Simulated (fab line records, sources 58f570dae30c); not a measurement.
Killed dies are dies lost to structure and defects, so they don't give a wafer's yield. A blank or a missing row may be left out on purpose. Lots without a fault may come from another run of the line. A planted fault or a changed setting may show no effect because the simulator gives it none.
Which tool did it? | flow berkeley_cmos170 | 7 lots, 21 wafers sampled, at 2 steps of a route of 331

WHAT THE GAUGES READ, wafer by wafer
UCB170_NSD_CD_MEAS_06: target cd 1200 nm.
lot  | measured     | on        | cd_nm (nm)
L559 | day 8 01:10  | cd_sem-01 | 1201.5 1199.8 1201.8
L560 | day 8 10:11  | cd_sem-01 | 1200.0 1200.4 1200.7
L566 | day 9 08:43  | cd_sem-01 | 1199.4 1199.6 1200.6
L571 | day 10 13:56 | cd_sem-01 | 1198.8 1200.5 1200.1
L576 | day 11 03:13 | cd_sem-02 | 1198.9 1195.4 1198.1
L579 | day 12 00:17 | cd_sem-01 | 1198.4 1196.6 1197.3
L581 | day 12 13:44 | cd_sem-02 | 1199.1 1199.1 1198.1

WHICH TOOL RAN EACH LOT (tool, then ch and the chambers of the sampled wafers, then the start)
lot  | UCB170_PVT_STRIP_08
L559 | plasma_asher-01 ch 0,1, day 6 18:25
L560 | plasma_asher-04 ch 0,1, day 7 04:55
L566 | plasma_asher-04 ch 0,1, day 8 02:05
L571 | plasma_asher-01 ch 0, day 9 09:29
L576 | plasma_asher-01 ch 0,1, day 10 00:33
L579 | plasma_asher-04 ch 0,1, day 10 22:10
L581 | plasma_asher-03 ch 0,1, day 11 03:11
- UCB170_PVT_STRIP_08: strips in O2.

THE ANSWER, worked out from the rows above alone
Rule: what is usual is taken from the lots themselves. Put in order of their means at a reading, lots are off if they are a third of the lots or fewer, leave a main group of 4 or more, and stand apart from it by a gap of 3 or more times the standard deviation of the main group's means; of several such gaps the widest counts. A main group whose means are all the same, to the digits that the tables above print for the reading, isn't used. A lot without any number at a reading at which 4 lots or more have one is off too. The other lots that the step has rows for count as sound.
No lot is off at any reading shown: from this, nothing can be told.

WHAT THE SIMULATOR HAD PUT IN
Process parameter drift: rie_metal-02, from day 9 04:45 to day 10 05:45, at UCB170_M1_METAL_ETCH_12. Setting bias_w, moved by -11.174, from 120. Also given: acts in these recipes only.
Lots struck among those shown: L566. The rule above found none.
